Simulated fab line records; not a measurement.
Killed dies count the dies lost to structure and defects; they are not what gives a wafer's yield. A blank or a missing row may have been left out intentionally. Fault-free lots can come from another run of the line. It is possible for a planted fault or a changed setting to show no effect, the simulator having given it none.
Which tool is to blame?	flow ritCmos	Sampling: 14 lots, 42 wafers, 2 of 202 route steps

== WHAT EACH GAUGE READ, for each wafer ==
No reading from a measuring or inspecting step in the record can be judged against a usual standard deviation.

== TOOL THAT RAN EACH LOT (tool first, then ch and the chambers of the sampled wafers, then the start) ==
lot	RIT_NLDD_SOFTBAKE_02	RIT_M1_PROBE_99
L252	lithoTrack-04 ch 0, day 2 18:04	prober-01, day 3 10:47
L253	lithoTrack-04 ch 0, day 2 21:02	prober-02, day 3 13:26
L254	lithoTrack-02 ch 0, day 3 04:08	prober-01, day 3 20:32
L255	lithoTrack-04 ch 0, day 3 08:15	prober-02, day 4 00:58
L257	lithoTrack-04 ch 0, day 3 18:17	prober-01, day 4 10:28
L260	lithoTrack-03 ch 0, day 4 08:08	prober-02, day 5 00:38
L261	lithoTrack-04 ch 0, day 4 14:41	prober-01, day 5 06:40
L263	lithoTrack-04 ch 0, day 4 23:05	prober-01, day 5 15:44
L266	lithoTrack-03 ch 0, day 5 15:20	prober-02, day 6 08:37
L268	lithoTrack-02 ch 0, day 6 00:37	prober-02, day 6 19:22
L269	lithoTrack-03 ch 0, day 6 06:16	prober-01, day 6 22:17
L272	lithoTrack-03 ch 0, day 6 23:02	prober-02, day 7 15:28
L273	lithoTrack-02 ch 0, day 7 03:35	prober-01, day 7 19:46
L275	lithoTrack-02 ch 0, day 7 16:01	prober-01, day 8 09:47
- RIT_NLDD_SOFTBAKE_02: time 60 s.
- RIT_M1_PROBE_99

== AS READ BY THE TOOLS THEMSELVES (means over the sampled wafers that have a number; for cases with no such wafer, the mark the record gives instead) ==
RIT_NLDD_SOFTBAKE_02. Usual: heaterPowerTotalW 34.56 W, standard deviation 0.051; plateTempC 89.95 C, standard deviation 0.11; resistLineTempC 23.00 C, standard deviation 0.088.
lot	tool	heaterPowerTotalW (W)	plateTempC (C)	resistLineTempC (C)	flag
L252	lithoTrack-04	34.54	89.98	22.89	
L253	lithoTrack-04	34.59	89.85	23.08	
L254	lithoTrack-02	34.53	89.94	23.06	
L255	lithoTrack-04	34.50	89.96	22.92	
L257	lithoTrack-04	34.54	90.02	22.94	
L260	lithoTrack-03	34.59	89.93	22.97	
L261	lithoTrack-04	34.97	90.57	22.90	OFF
L263	lithoTrack-04	34.98	90.65	22.99	OFF
L266	lithoTrack-03	34.57	90.05	23.02	
L268	lithoTrack-02	34.52	89.93	22.98	
L269	lithoTrack-03	34.56	89.92	22.98	
L272	lithoTrack-03	34.52	89.89	22.95	
L273	lithoTrack-02	34.57	90.07	22.98	
L275	lithoTrack-02	34.59	89.95	23.10	

RIT_M1_PROBE_99. Usual: killedAtContacts 0.1, standard deviation 0.24; killedAtFrontEnd 7, standard deviation 3; killedDies 7, standard deviation 3; killedOnRim 1.9, standard deviation 1.4; killedOpen 3.2, standard deviation 1.8; killedShort 3.5, standard deviation 2.1.
lot	tool	killedAtContacts	killedAtFrontEnd	killedDies	killedOnRim	killedOpen	killedShort	flag
L252	prober-01	0.3	8	8	2.3	3.7	4.3	
L253	prober-02	0.0	7	7	2.0	3.0	4.3	
L254	prober-01	0.0	3	3	1.3	1.3	2.0	
L255	prober-02	0.3	7	7	2.3	3.7	3.7	
L257	prober-01	0.0	6	6	2.7	2.3	3.3	
L260	prober-02	0.0	6	6	1.7	4.0	2.0	
L261	prober-01	0.0	8	8	3.3	3.7	4.3	
L263	prober-01	0.0	5	5	2.0	2.0	2.7	
L266	prober-02	0.0	6	6	1.7	2.7	3.3	
L268	prober-02	0.3	6	7	2.3	2.3	4.3	
L269	prober-01	0.0	11	11	2.7	5.3	6.0	
L272	prober-02	0.0	8	8	2.7	3.3	5.0	
L273	prober-01	0.3	5	6	1.3	3.0	2.7	
L275	prober-01	0.0	5	5	1.0	2.7	2.0	

== THE ANSWER, worked out from the rows above alone ==
Rule: a lot counts as off when the mean over its wafers that have a number is more than 3 standard deviations away from the usual mean. Also off: a lot with no number at a reading for which 4 or more lots have one. Where the step has rows for the other lots, those lots are counted as sound. Order of review: gauges by route order, followed by the tools' own readings, for which a lot's mean as printed above is used. At the first step where some lot is off, the reading lying furthest off is the one used; lots without a number count as furthest.
Off: L261, L263, at RIT_NLDD_SOFTBAKE_02 (heaterPowerTotalW).
If a tool, at that step or one of the process steps before it, ran each lot that is off and ran no sound lot following the first of them, it fits. One candidate fits, namely lithoTrack-04 at RIT_NLDD_SOFTBAKE_02. A fault onset in the window from L257 (day 3 18:17, its last sound lot) to L261 (day 4 14:41, its first lot off) fits.
The tool's own readings at RIT_NLDD_SOFTBAKE_02 bear it out: on the lots that are off they differ by more than 5 times the standard deviation of the sound lots' means. heaterPowerTotalW reads 34.97 W there against 34.55 W on the sound lots; plateTempC reads 90.61 C there against 89.96 C on the sound lots.

== WHAT WAS PUT IN BY THE SIMULATOR ==
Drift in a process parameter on lithoTrack-04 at RIT_NLDD_SOFTBAKE_02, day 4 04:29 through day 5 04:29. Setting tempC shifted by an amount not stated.
Shown lots that were struck: L261, L263. The rule given above showed the same thing.
